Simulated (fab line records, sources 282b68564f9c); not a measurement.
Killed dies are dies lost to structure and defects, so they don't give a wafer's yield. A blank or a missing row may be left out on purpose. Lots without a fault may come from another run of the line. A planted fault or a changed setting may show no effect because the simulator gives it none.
Which tool did it? | flow rit_cmos | 14 lots, 42 wafers sampled, at 4 steps of a route of 202

WHAT THE GAUGES READ, wafer by wafer
RIT_NLDD_TW_MEAS_10.
lot  | measured    | on            | NLDD_TW
L194 | day 3 13:01 | film_metro-03 | 2455 2455 2475
L195 | day 3 13:15 | film_metro-04 | 2440 2441 2448
L196 | day 3 22:52 | film_metro-03 | 2457 2470 2461
L197 | day 4 03:01 | film_metro-01 | 2484 2490 2496
L198 | day 4 08:23 | film_metro-04 | 2469 2465 2458
L202 | day 5 02:55 | film_metro-04 | 2469 2457 2464
L205 | day 5 15:56 | film_metro-03 | 2082 2085 2086
L206 | day 5 22:07 | film_metro-03 | 2091 2092 2080
L209 | day 6 11:16 | film_metro-03 | 2451 2467 2471
L211 | day 6 15:13 | film_metro-03 | 2464 2475 2455
L213 | day 7 04:37 | film_metro-01 | 2486 2499 2490
L214 | day 7 12:38 | film_metro-03 | 2471 2484 2462
L215 | day 7 21:53 | film_metro-03 | 2471 2485 2483
L216 | day 7 22:00 | film_metro-01 | 2470 2466 2488

RIT_PLDD_OVL_MEAS_06.
lot  | measured    | on         | PLDD_OVL (nm)
L194 | day 3 14:02 | overlay-01 | -0.4 1.1 1.4
L195 | day 3 14:19 | overlay-01 | 3.6 1.4 1.9
L196 | day 3 23:46 | overlay-01 | 0.9 1.6 0.9
L197 | day 4 04:03 | overlay-01 | 0.0 0.0 1.6
L198 | day 4 09:26 | overlay-01 | 0.9 -0.8 1.4
L202 | day 5 03:49 | overlay-02 | -0.7 -0.7 -1.3
L205 | day 5 16:52 | overlay-02 | -0.5 1.4 0.3
L206 | day 5 23:02 | overlay-02 | -0.1 0.7 0.9
L209 | day 6 12:11 | overlay-02 | -1.6 0.0 -1.1
L211 | day 6 16:16 | overlay-02 | -1.9 -1.3 -0.7
L213 | day 7 05:32 | overlay-02 | -0.4 1.1 0.6
L214 | day 7 13:32 | overlay-01 | 0.3 1.4 3.6
L215 | day 7 22:55 | overlay-02 | -1.2 -1.1 -0.2
L216 | day 7 23:10 | overlay-02 | 1.2 0.3 1.1

RIT_SDANNEAL_RS_MEAS_07: measures by four-point-probe.
lot  | measured    | on            | NLDD_RS (ohm/sq)
L194 | day 3 21:12 | film_metro-04 | 152.2 151.7 151.9
L195 | day 3 21:31 | film_metro-03 | 151.2 151.1 151.5
L196 | day 4 06:39 | film_metro-01 | 151.6 151.8 151.9
L197 | day 4 11:29 | film_metro-03 | 151.9 152.2 151.6
L198 | day 4 16:23 | film_metro-01 | 151.7 151.7 151.3
L202 | day 5 12:02 | film_metro-04 | 151.5 151.7 152.0
L205 | day 5 23:59 | film_metro-01 | 243.5 244.1 243.8
L206 | day 6 05:55 | film_metro-03 | 244.3 244.0 244.4
L209 | day 6 18:56 | film_metro-01 | 151.1 150.7 150.7
L211 | day 7 00:26 | film_metro-04 | 152.3 151.3 151.3
L213 | day 7 12:22 | film_metro-01 | 151.6 151.0 151.9
L214 | day 7 20:26 | film_metro-04 | 151.9 151.9 152.3
L215 | day 8 05:44 | film_metro-01 | 151.1 151.2 151.4
L216 | day 8 06:48 | film_metro-03 | 151.3 151.7 151.8

WHICH TOOL RAN EACH LOT (tool, then ch and the chambers of the sampled wafers, then the start)
lot  | RIT_NLDD_IMPLANT_08
L194 | implanter-04 ch 0, day 3 12:44
L195 | implanter-03 ch 0, day 3 12:58
L196 | implanter-03 ch 0, day 3 22:32
L197 | implanter-03 ch 0, day 4 02:43
L198 | implanter-01 ch 0, day 4 08:04
L202 | implanter-04 ch 0, day 5 02:37
L205 | implanter-04 ch 0, day 5 15:37
L206 | implanter-04 ch 0, day 5 21:49
L209 | implanter-01 ch 0, day 6 10:57
L211 | implanter-01 ch 0, day 6 14:54
L213 | implanter-01 ch 0, day 7 04:18
L214 | implanter-03 ch 0, day 7 12:20
L215 | implanter-01 ch 0, day 7 21:34
L216 | implanter-03 ch 0, day 7 21:41
- RIT_NLDD_IMPLANT_08

WHAT THE TOOLS THEMSELVES READ (means of the sampled wafers that have a number; where no wafer has one, the mark that the record gives instead)
RIT_NLDD_IMPLANT_08.
lot  | tool         | dose_ions_cm2 | end_station_pressure_torr (Torr) | faraday_current_uA | tilt_deg (degrees)
L194 | implanter-04 | 5e+14         | 6.26e-06                         | 1598               | 6.989
L195 | implanter-03 | 5e+14         | 6.54e-06                         | 1554               | 7.027
L196 | implanter-03 | 5e+14         | 6.31e-06                         | 1577               | 7.004
L197 | implanter-03 | 5e+14         | 6.29e-06                         | 1600               | 6.996
L198 | implanter-01 | 5e+14         | 6.55e-06                         | 1558               | 6.995
L202 | implanter-04 | 5e+14         | 6.33e-06                         | 1560               | 7.000
L205 | implanter-04 | 3e+14         | 5.90e-06                         | 848                | 7.008
L206 | implanter-04 | 3e+14         | 5.41e-06                         | 849                | 7.012
L209 | implanter-01 | 5e+14         | 6.09e-06                         | 1582               | 6.990
L211 | implanter-01 | 5e+14         | 6.08e-06                         | 1569               | 7.014
L213 | implanter-01 | 5e+14         | 6.22e-06                         | 1548               | 7.011
L214 | implanter-03 | 5e+14         | 6.21e-06                         | 1567               | 7.003
L215 | implanter-01 | 5e+14         | 6.26e-06                         | 1583               | 7.019
L216 | implanter-03 | 5e+14         | 6.07e-06                         | 1571               | 6.985

THE ANSWER, worked out from the rows above alone
Rule: what is usual is taken from the lots themselves. Put in order of their means at a reading, lots are off if they are a third of the lots or fewer, leave a main group of 4 or more, and stand apart from it by a gap of 3 or more times the standard deviation of the main group's means; of several such gaps the widest counts. A main group whose means are all the same, to the digits that the tables above print for the reading, isn't used. A lot without any number at a reading at which 4 lots or more have one is off too. The other lots that the step has rows for count as sound. The gauges are gone through in route order, then the tools' own readings, and for those a lot's mean is taken as printed above. The first step at which some lot is off is used, and at that step the reading that is off furthest; a lot without a number counts as furthest.
Off: L205, L206, at RIT_NLDD_TW_MEAS_10 (NLDD_TW). The main group: mean 2469, standard deviation 13.
A tool fits if, at a process step before that reading, it ran every lot that is off, and no sound lot after the first of them. The gauges at RIT_NLDD_TW_MEAS_10 aren't tried: what is off there is off at RIT_NLDD_IMPLANT_08 too, on other tools, and a gauge's error can't cause that. One fits: implanter-04 at RIT_NLDD_IMPLANT_08. Its last sound lot is L202 (day 5 02:37), its first lot that is off L205 (day 5 15:37): a fault that began between those two fits.
The tool's own readings at RIT_NLDD_IMPLANT_08 bear it out: on the lots that are off they differ by more than 5 times the standard deviation of the sound lots' means. dose_ions_cm2 reads 3e+14 there against 5e+14 on the sound lots; faraday_current_uA reads 848 there against 1572 on the sound lots.

WHAT THE SIMULATOR HAD PUT IN
Process parameter drift: implanter-04, from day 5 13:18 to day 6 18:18, at RIT_NLDD_IMPLANT_08. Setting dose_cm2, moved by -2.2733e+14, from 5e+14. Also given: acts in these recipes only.
Lots struck among those shown: L205, L206. The rule above found the same.
